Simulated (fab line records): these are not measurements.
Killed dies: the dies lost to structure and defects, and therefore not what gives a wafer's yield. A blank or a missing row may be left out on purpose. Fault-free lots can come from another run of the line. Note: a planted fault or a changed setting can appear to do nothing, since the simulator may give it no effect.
fab line records    flow rit_cmos
record lots=14  wafers=42  last_day=8
route steps=202 shown NSD@136 M1@202
lots untouched by any fault: they come from a run of this same line in which no faults occurred
start_h: the number of hours between the record's first day and the start of the first shown wafer of the lot    wait_h: time in hours since the lot's previous step    " repeats the value in the row above    L1.1+2: one row covering several wafers at once    - no value present, or no start provided    * or withheld: withheld    < > ~ a bound
route shown NAME@n: names a module that has steps shown in the file, with the first one's number in the route    usual: average and standard deviation across the fault-free wafers    same: alike in all rows    chamber/n: place in a boat    sites: per-site readings    _std_site: how widely they spread, as a standard deviation    _edge_site: mean of outer sites minus mean of inner sites    radius_mm: for every site, how far away it sits from the centre of the wafer    mask NAME#n: copy n    behind: the most recent tool/chamber to have shaped the wafer    hold: why the lot went on hold/how many hours it stayed there/how the hold came to an end    device: the transistor (n, p or np) that didn't switch    end of line: the route-end tests of the same wafers    step lacking rows: just its recipe    killed: not the wafer's yield, but the dies lost to structure and defects at the first sort    map: per-die view of a wafer (x killed, . not killed, _ where there is no die)
set.NAME: the setting as run; set.NAME@STEP: as run at that earlier step    model.NAME: the simulator's own value behind a step, which no gauge read
route steps across a sampled set of lots; one table per step, one row per wafer
## steps
# step RIT_NSD_DEVELOP_05
# recipe resist=NOVOLAK  develop_time_s=50  dev_temp_c=23
lot.wafer   tool            chamber  start_h  wait_h
L151.1+4+5  litho_track-02  0        49       -
L152.1+2+4  litho_track-03  0        56       -
L153.2+3+4  litho_track-02  0        62       -
L154.4+5+6  litho_track-04  0        64       -
L155.1+3+6  litho_track-03  0        69       -
L161.1+4+6  litho_track-03  0        101      -
L162.1+5+6  litho_track-03  0        116      -
L166.1+3+5  litho_track-04  0        137      -
L167.1+2+4  litho_track-04  0        143      -
L169.3+5+6  litho_track-04  0        154      -
L170.4+5+6  litho_track-04  0        161      -
L171.2+5+6  litho_track-02  0        161      -
L174.1+4+6  litho_track-02  0        167      -
L173.4+5+6  litho_track-04  0        169      -
# step RIT_NSD_TW_MEAS_10
# usual NSD_TW=3105/18
lot.wafer  tool           chamber  start_h  wait_h  NSD_TW
L151.1     film_metro-01  -        50.20    0.1     3101
L151.4     "              -        "        "       3102
L151.5     "              -        "        "       3105
L152.1     film_metro-02  -        57.12    0.1     3116
L152.2     "              -        "        "       3110
L152.4     "              -        "        "       3105
L153.2     film_metro-04  -        63.05    0.1     3089
L153.3     "              -        "        "       3099
L153.4     "              -        "        "       3092
L154.4     film_metro-02  -        65.41    0.1     3130
L154.5     "              -        "        "       3112
L154.6     "              -        "        "       3120
L155.1     film_metro-01  -        70.04    0.1     3130
L155.3     "              -        "        "       3116
L155.6     "              -        "        "       3136
L161.1     film_metro-02  -        101.69   0.1     30
L161.4     "              -        "        "       30
L161.6     "              -        "        "       30
L162.1     film_metro-02  -        116.88   0.1     30
L162.5     "              -        "        "       30
L162.6     "              -        "        "       30
L166.1     film_metro-01  -        138.73   0.1     3115
L166.3     "              -        "        "       3104
L166.5     "              -        "        "       3103
L167.1     film_metro-01  -        144.58   0.1     3090
L167.2     "              -        "        "       3087
L167.4     "              -        "        "       3082
L169.3     film_metro-01  -        155.60   0.1     3087
L169.5     "              -        "        "       3080
L169.6     "              -        "        "       3099
L170.4     film_metro-01  -        162.06   0.1     3104
L170.5     "              -        "        "       3090
L170.6     "              -        "        "       3079
L171.2     film_metro-01  -        162.12   0.1     3091
L171.5     "              -        "        "       3087
L171.6     "              -        "        "       3105
L174.1     film_metro-04  -        168.10   0.1     3071
L174.4     "              -        "        "       3089
L174.6     "              -        "        "       3089
L173.4     film_metro-02  -        170.00   0.1     3115
L173.5     "              -        "        "       3111
L173.6     "              -        "        "       3106
# step RIT_M1_PROBE_99
# usual killed_at_M0_to_M3=0.0/0.12  killed_at_contacts=0.1/0.23  killed_at_front_end=6.6/2.9  killed_dies=6.7/3  killed_on_rim=1.7/1.4  killed_open=3.5/2.1  killed_short=3.2/1.8
# same gross_dies=264  killed_at_M4_up=0  killed_at_back_side=0  killed_at_other=0
lot.wafer  tool       chamber  start_h  wait_h  killed_at_M0_to_M3  killed_at_contacts  killed_at_front_end  killed_dies  killed_on_rim  killed_open  killed_short
L161.1     prober-02  -        112.51   0.1     0                   0                   264                  264          70             0            6
L161.4     prober-02  -        112.66   0.2     0                   0                   264                  264          70             2            5
L161.6     prober-02  -        112.76   0.2     0                   0                   264                  264          70             0            4
L162.1     prober-01  -        126.85   0.1     0                   0                   264                  264          70             6            2
L162.5     prober-01  -        127.05   0.2     0                   0                   264                  264          70             5            2
L162.6     prober-01  -        127.10   0.2     0                   0                   264                  264          70             8            3
L166.1     prober-02  -        148.68   0.1     0                   0                   0                    0            0              0            0
L166.3     prober-02  -        148.78   0.2     0                   0                   4                    4            0              1            3
L166.5     prober-02  -        148.88   0.2     0                   0                   3                    3            1              2            1
# killed by level:class
L161.1 NSD:area_develop=258 SPACER:geometric_particle:short=2 FOX1:geometric_particle:short=1 FOX2:geometric_particle:short=1 GATE:geometric_particle:short=1 SILICIDE:geometric_particle:short=1
L161.4 NSD:area_develop=257 FOX1:geometric_particle:short=2 GATE:geometric_particle:short=2 SPACER:geometric_particle:open=2 SPACER:geometric_particle:short=1
L161.6 NSD:area_develop=260 FOX1:geometric_particle:short=1 GATE:geometric_particle:short=1 REOX:geometric_particle:short=1 SPACER:geometric_particle:short=1
L162.1 NSD:area_develop=256 FOX1:geometric_particle:open=2 GATE:geometric_particle:open=2 FOX2:geometric_particle:short=1 FOX2:geometric_particle:open=1 SILICIDE:geometric_particle:short=1 SPACER:geometric_particle:open=1
L162.5 NSD:area_develop=257 GATE:geometric_particle:open=3 FOX1:geometric_particle:short=1 GATE:geometric_particle:short=1 SPACER:geometric_particle:open=1 SILICIDE:geometric_particle:open=1
L162.6 NSD:area_develop=253 GATE:geometric_particle:open=6 FOX2:geometric_particle:open=1 FOX2:geometric_particle:short=1 GATE:geometric_particle:short=1 REOX:geometric_particle:open=1 REOX:geometric_particle:short=1
L166.3 GATE:geometric_particle:short=2 FOX1:geometric_particle:short=1 FOX2:geometric_particle:open=1
L166.5 GATE:geometric_particle:short=1 GATE:geometric_particle:open=1 SILICIDE:geometric_particle:open=1
## key
first_sign step=RIT_NSD_TW_MEAS_10  reading=NSD_TW  direction=down  sigmas=99+  usual=3105  struck=30
effect step=RIT_M1_PROBE_99  reading=killed_at_front_end  direction=up  sigmas=87  usual=6.6  struck=264
more_kills_born_at RIT_NSD_DEVELOP_05@litho_track-03=1541
met_at RIT_NSD_DEVELOP_05
struck_lots L161,L162
tester_left_out L161,L162
onset_between 69 101
earlier_fault kind=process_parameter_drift  tool=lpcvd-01  chamber=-  onset_h=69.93  steps=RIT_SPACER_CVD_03  channel=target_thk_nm  offset=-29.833  shape=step  end_h=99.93  acts_in=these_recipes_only  stated=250
fault kind=process_parameter_drift  tool=litho_track-03  chamber=-  onset_h=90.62  steps=RIT_NSD_DEVELOP_05  channel=develop_time_s  offset=*  shape=step  end_h=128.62  acts_in=*  stated=*
# tester_left_out: of these lots the tester's yield and bins aren't shown, on N5 and GAA mostly nor the transistor test; their killed dies are dies lost to structure and defects alone, not to doping, threshold or leakage, so they don't give the yield
